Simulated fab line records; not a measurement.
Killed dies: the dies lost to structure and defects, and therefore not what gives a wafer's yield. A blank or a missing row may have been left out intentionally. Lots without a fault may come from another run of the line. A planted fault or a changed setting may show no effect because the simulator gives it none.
A sampling plan put to the test -- flow berkeley_cmos170 -- each of the 17 faults these records tell of, on one fab line, judged from the records of the lots it struck
Plan = the line's own looks (route steps where a gauge or an inspection reads the wafer without altering it). A look is open to judgement when struck wafers have a number at it and the file gives its usual mean and standard deviation on fault-free wafers. Caught: a look later than the fault's first step finds the struck wafers' mean 4 or more of those standard deviations (sigma) from the usual mean. On the tool: the same test on the tool's own readings at the fault's steps. It also counts as caught if the struck wafers ran another recipe or if their record alone is blank.

## THE FAULTS, as the simulator had put them in
1. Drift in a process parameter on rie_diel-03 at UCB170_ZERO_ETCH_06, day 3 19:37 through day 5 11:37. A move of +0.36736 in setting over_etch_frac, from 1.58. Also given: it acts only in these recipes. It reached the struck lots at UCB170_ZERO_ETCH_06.
2. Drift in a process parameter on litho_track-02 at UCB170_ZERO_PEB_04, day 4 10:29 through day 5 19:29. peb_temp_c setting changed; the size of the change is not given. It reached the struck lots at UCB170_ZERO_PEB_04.
3. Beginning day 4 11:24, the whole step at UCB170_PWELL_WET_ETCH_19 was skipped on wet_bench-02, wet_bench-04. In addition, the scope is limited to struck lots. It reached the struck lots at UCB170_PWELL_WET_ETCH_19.
4. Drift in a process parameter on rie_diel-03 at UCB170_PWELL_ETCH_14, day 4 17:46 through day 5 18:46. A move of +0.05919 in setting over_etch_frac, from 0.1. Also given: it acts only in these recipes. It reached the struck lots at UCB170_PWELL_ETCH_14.
5. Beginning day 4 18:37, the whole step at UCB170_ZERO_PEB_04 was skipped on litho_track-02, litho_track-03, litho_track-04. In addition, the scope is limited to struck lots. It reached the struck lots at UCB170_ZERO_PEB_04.
6. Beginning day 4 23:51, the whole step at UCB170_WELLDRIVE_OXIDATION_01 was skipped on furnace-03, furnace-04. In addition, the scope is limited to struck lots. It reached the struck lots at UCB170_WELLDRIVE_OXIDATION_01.
7. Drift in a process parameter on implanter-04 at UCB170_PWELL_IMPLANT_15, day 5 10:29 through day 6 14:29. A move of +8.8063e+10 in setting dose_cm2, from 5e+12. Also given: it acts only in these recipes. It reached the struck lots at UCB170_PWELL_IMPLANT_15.
8. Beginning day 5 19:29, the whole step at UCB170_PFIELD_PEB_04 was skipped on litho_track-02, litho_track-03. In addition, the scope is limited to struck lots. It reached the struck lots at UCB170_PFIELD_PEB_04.
9. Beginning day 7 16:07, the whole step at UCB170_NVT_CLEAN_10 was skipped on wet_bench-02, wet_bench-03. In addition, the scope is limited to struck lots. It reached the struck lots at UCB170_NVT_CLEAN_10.
10. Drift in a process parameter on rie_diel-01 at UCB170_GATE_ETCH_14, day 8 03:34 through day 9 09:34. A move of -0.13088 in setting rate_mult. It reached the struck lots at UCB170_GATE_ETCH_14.
11. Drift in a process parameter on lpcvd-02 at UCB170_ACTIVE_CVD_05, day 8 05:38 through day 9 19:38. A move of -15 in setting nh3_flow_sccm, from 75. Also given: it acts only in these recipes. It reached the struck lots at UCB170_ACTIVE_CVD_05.
12. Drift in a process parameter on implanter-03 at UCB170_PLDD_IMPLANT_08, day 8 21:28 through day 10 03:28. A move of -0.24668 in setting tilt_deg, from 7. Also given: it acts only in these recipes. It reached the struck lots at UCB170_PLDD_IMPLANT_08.
13. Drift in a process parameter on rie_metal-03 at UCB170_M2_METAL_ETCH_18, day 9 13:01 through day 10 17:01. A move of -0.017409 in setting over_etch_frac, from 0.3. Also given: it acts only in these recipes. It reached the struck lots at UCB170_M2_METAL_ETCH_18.
14. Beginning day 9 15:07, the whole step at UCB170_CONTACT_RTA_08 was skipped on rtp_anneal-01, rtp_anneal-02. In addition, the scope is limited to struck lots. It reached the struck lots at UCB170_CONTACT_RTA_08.
15. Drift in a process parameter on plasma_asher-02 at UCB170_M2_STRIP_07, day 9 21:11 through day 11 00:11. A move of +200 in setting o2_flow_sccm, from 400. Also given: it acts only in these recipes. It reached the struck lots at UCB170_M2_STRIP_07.
16. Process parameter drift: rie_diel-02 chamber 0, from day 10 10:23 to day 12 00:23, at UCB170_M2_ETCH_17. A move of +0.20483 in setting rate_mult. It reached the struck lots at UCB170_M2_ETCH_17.
17. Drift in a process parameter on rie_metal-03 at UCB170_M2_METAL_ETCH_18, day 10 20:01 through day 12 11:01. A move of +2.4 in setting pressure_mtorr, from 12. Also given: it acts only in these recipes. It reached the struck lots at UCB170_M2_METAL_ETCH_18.

## WHAT THE PLAN SAW
fault,on the tool itself,first look that catches it,"reading, sigma",median hours from its first step to that look,hours from the fault's start to the first struck lot there,judged looks passed uncaught
1,only faintly: oes_product_au -3.3 sigma,none of the 2 looks that can be judged after it,-,-,-,2
2,heater_power_total_W +99 or beyond sigma,no look after it can be judged,-,-,-,0
3,the tool's record is blank for the struck wafers,no look after it can be judged,-,-,-,0
4,under 2 sigma,not the one look that can be judged after it,-,-,-,1
5,the tool's record is blank for the struck wafers,no look after it can be judged,-,-,-,0
6,the tool's record is blank for the struck wafers,no look after it can be judged,-,-,-,0
7,dose_ions_cm2 +14 sigma,none of the 2 looks that can be judged after it,-,-,-,2
8,the tool's record is blank for the struck wafers,not the one look that can be judged after it,-,-,-,1
9,the tool's record is blank for the struck wafers,no look after it can be judged,-,-,-,0
10,oes_product_au -4.8 sigma,none of the 2 looks that can be judged after it,-,-,-,2
11,nh3_flow_sccm -71 sigma,UCB170_ACTIVE_THK_MEAS_06,ACTIVE_NITRIDE_THK -15,2.9,7,0
12,tilt_deg -12 sigma,not the one look that can be judged after it,-,-,-,1
13,under 2 sigma,no look after it can be judged,-,-,-,0
14,the tool's record is blank for the struck wafers,not the one look that can be judged after it,-,-,-,1
15,o2_flow_sccm +99 or beyond sigma,no look after it can be judged,-,-,-,0
16,oes_product_au +7.3 sigma,no look after it can be judged,-,-,-,0
17,chamber_pressure_mTorr +99 or beyond sigma,no look after it can be judged,-,-,-,0
A dash: this means the fault isn't caught or the number doesn't appear in these records.

Caught at a look: 1 of 17. Caught on the tool: 14 of 17. By one or the other: 14 of 17.
On the tool alone, faults 2, 3, 5, 6, 7, 8, 9, 10, 12, 14, 15, 16, 17 were caught.
Caught by neither: faults 1, 4, 13.

## THINNER SAMPLING
Were the look that catches a fault to measure just every second or every third lot (counted by lot number), the first struck lot would, at worst, be measured this late:
fault,"struck lots at that look, in order of time",every lot,every second lot,every third lot
11,"L341, L342",7 h,13 h,may miss all 2
Hours are from the fault's start to the first struck lot that is measured. Since the struck wafers were tested as one group against 4 sigma, a single lot by itself may lie under the limit. Other struck lots may not be in these records.

## THE LONGEST TIMED WAY FROM STEP TO LOOK
Fault 11: a median of 2.9 hours passes between UCB170_ACTIVE_CVD_05 and UCB170_ACTIVE_THK_MEAS_06. No look between them can be judged.
